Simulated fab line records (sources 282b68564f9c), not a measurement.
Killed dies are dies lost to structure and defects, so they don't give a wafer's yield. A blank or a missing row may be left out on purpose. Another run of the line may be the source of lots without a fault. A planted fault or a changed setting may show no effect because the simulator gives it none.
Which tool was responsible? ; flow rit_cmos ; 14 lots, 42 wafers sampled, at 4 steps of a route of 202

== WHAT THE GAUGES READ, wafer by wafer ==
RIT_ACTIVE_THK_MEAS_02.
lot;measured;on;ACTIVE_OXIDE_THK (nm)
L217;day 1 12:23;film_metro-04;46.6 46.0 46.1
L218;day 1 17:04;film_metro-03;47.4 47.3 46.7
L220;day 2 03:03;film_metro-03;47.5 47.0 46.2
L221;day 2 08:44;film_metro-03;46.4 46.6 46.1
L222;day 2 13:55;film_metro-04;47.7 47.7 47.1
L223;day 2 18:03;film_metro-04;47.0 47.5 47.7
L225;day 3 04:04;film_metro-02;45.4 46.2 46.2
L226;day 3 09:25;film_metro-03;46.5 47.1 46.6
L227;day 3 15:28;film_metro-04;46.9 46.9 46.6
L228;day 3 19:03;film_metro-02;45.1 45.4 45.5
L229;day 4 01:08;film_metro-04;45.7 45.3 46.3
L237;day 5 16:13;film_metro-03;29.6 29.1 29.5
L238;day 5 21:15;film_metro-02;28.7 28.5 28.8
L239;day 6 02:04;film_metro-03;47.7 47.8 47.6

RIT_ACTIVE_THK_MEAS_04.
lot;measured;on;ACTIVE_NITRIDE_THK (nm)
L217;day 1 13:52;film_metro-03;151.3 152.3 151.8
L218;day 1 18:33;film_metro-04;151.2 150.6 151.4
L220;day 2 04:32;film_metro-04;152.9 151.5 152.1
L221;day 2 10:13;film_metro-02;150.1 149.5 150.1
L222;day 2 15:24;film_metro-04;150.5 151.0 150.2
L223;day 2 19:32;film_metro-04;151.0 150.8 150.2
L225;day 3 05:33;film_metro-04;151.1 151.4 149.8
L226;day 3 10:54;film_metro-03;153.3 151.7 151.8
L227;day 3 16:56;film_metro-03;150.3 150.4 149.3
L228;day 3 20:32;film_metro-03;152.0 153.7 152.5
L229;day 4 03:19;film_metro-02;151.2 150.3 150.9
L237;day 5 17:41;film_metro-02;151.3 151.0 150.2
L238;day 5 22:44;film_metro-04;152.9 151.6 152.1
L239;day 6 03:33;film_metro-04;151.8 151.4 152.2

RIT_ACTIVE_CD_MEAS_11: the cd target is 1400 nm.
lot;measured;on;cd_nm (nm)
L217;day 1 14:47;cd_sem-01;1402.8 1401.8 1400.2
L218;day 1 19:35;cd_sem-02;1397.7 1401.6 1400.3
L220;day 2 05:34;cd_sem-02;1395.9 1397.5 1396.9
L221;day 2 11:07;cd_sem-02;1400.3 1399.6 1401.2
L222;day 2 16:19;cd_sem-01;1397.3 1397.1 1400.3
L223;day 2 20:42;cd_sem-01;1396.8 1398.5 1395.5
L225;day 3 06:29;cd_sem-01;1396.2 1395.8 1395.6
L226;day 3 11:57;cd_sem-02;1402.6 1401.7 1400.6
L227;day 3 17:50;cd_sem-02;1401.8 1399.3 1399.1
L228;day 3 21:34;cd_sem-02;1398.1 1400.2 1401.0
L229;day 4 04:14;cd_sem-02;1396.5 1398.8 1396.5
L237;day 5 18:37;cd_sem-02;1413.6 1412.0 1412.8
L238;day 5 23:47;cd_sem-02;1398.9 1399.2 1399.6
L239;day 6 04:29;cd_sem-02;1402.2 1401.4 1401.0

== TOOL THAT RAN EACH LOT (tool first, then ch and the chambers of the sampled wafers, then the start) ==
lot;RIT_ACTIVE_OXIDATION_01
L217;furnace-02 ch 0, day 1 10:27
L218;furnace-01 ch 0, day 1 15:07
L220;furnace-04 ch 0, day 2 01:07
L221;furnace-04 ch 0, day 2 06:48
L222;furnace-01 ch 0, day 2 11:59
L223;furnace-04 ch 0, day 2 16:07
L225;furnace-04 ch 0, day 3 02:07
L226;furnace-01 ch 0, day 3 07:28
L227;furnace-01 ch 0, day 3 13:31
L228;furnace-02 ch 0, day 3 17:07
L229;furnace-02 ch 0, day 3 23:12
L237;furnace-04 ch 0, day 5 14:15
L238;furnace-04 ch 0, day 5 19:18
L239;furnace-01 ch 0, day 6 00:07
- RIT_ACTIVE_OXIDATION_01: target thk 46.8 nm, ox time 3360 s.

== AS READ BY THE TOOLS THEMSELVES (means over the sampled wafers that have a number; for cases with no such wafer, the mark the record gives instead) ==
RIT_ACTIVE_OXIDATION_01.
lot;tool;ox_temp_c (C);spike_tc_load_C (C);tube_center_temp_C (C);zone_power_centre_pct (%)
L217;furnace-02;1000.0;1026.5;1000;43
L218;furnace-01;999.8;1025.8;1000;51
L220;furnace-04;1000.2;1022.1;1000;55
L221;furnace-04;999.9;1020.7;1000;55
L222;furnace-01;999.8;1026.6;1000;51
L223;furnace-04;1000.1;1020.5;1000;55
L225;furnace-04;1000.1;1020.6;1000;55
L226;furnace-01;1000.0;1025.7;1000;51
L227;furnace-01;999.9;1026.8;1000;51
L228;furnace-02;999.8;1026.9;1000;43
L229;furnace-02;999.7;1026.0;1000;43
L237;furnace-04;999.9;1021.0;1000;54
L238;furnace-04;1000.3;1021.2;1000;54
L239;furnace-01;999.6;1025.3;1000;51

== THE ANSWER, worked out from the rows above alone ==
Rule: the lots themselves supply what counts as usual. The widest of any qualifying gaps counts: lots, ordered by their means at a reading, are off when they make up no more than a third of the lots, leave a main group of 4 or more, and stand apart from it by 3 or more times the standard deviation of that group's means. A main group whose means are all the same, to the digits that the tables above print for the reading, isn't used. Also off: a lot with no number at a reading for which 4 or more lots have one. All remaining lots with rows at the step are treated as sound. After the gauges, taken in route order, come the tools' own readings; for these a lot's mean is taken, as printed above. The first step at which some lot is off is used, and at that step the reading that is off furthest; a lot without a number counts as furthest.
Off: L237, L238, at RIT_ACTIVE_THK_MEAS_02 (ACTIVE_OXIDE_THK). Main group: mean 46.6 nm, sd 0.71.
A tool fits if, at a process step before that reading, it ran every lot that is off, and no sound lot after the first of them. Those tools and the gauges at RIT_ACTIVE_THK_MEAS_02 are tried in the same way. One candidate fits, namely furnace-04 at RIT_ACTIVE_OXIDATION_01. Its last sound lot is L225 (day 3 02:07), its first lot that is off L237 (day 5 14:15): a fault that began between those two fits.

== WHAT THE SIMULATOR HAD PUT IN ==
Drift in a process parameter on furnace-04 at RIT_ACTIVE_OXIDATION_01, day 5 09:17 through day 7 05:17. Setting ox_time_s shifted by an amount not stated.
Struck lots among those shown: L237, L238. The same result came from the rule above.
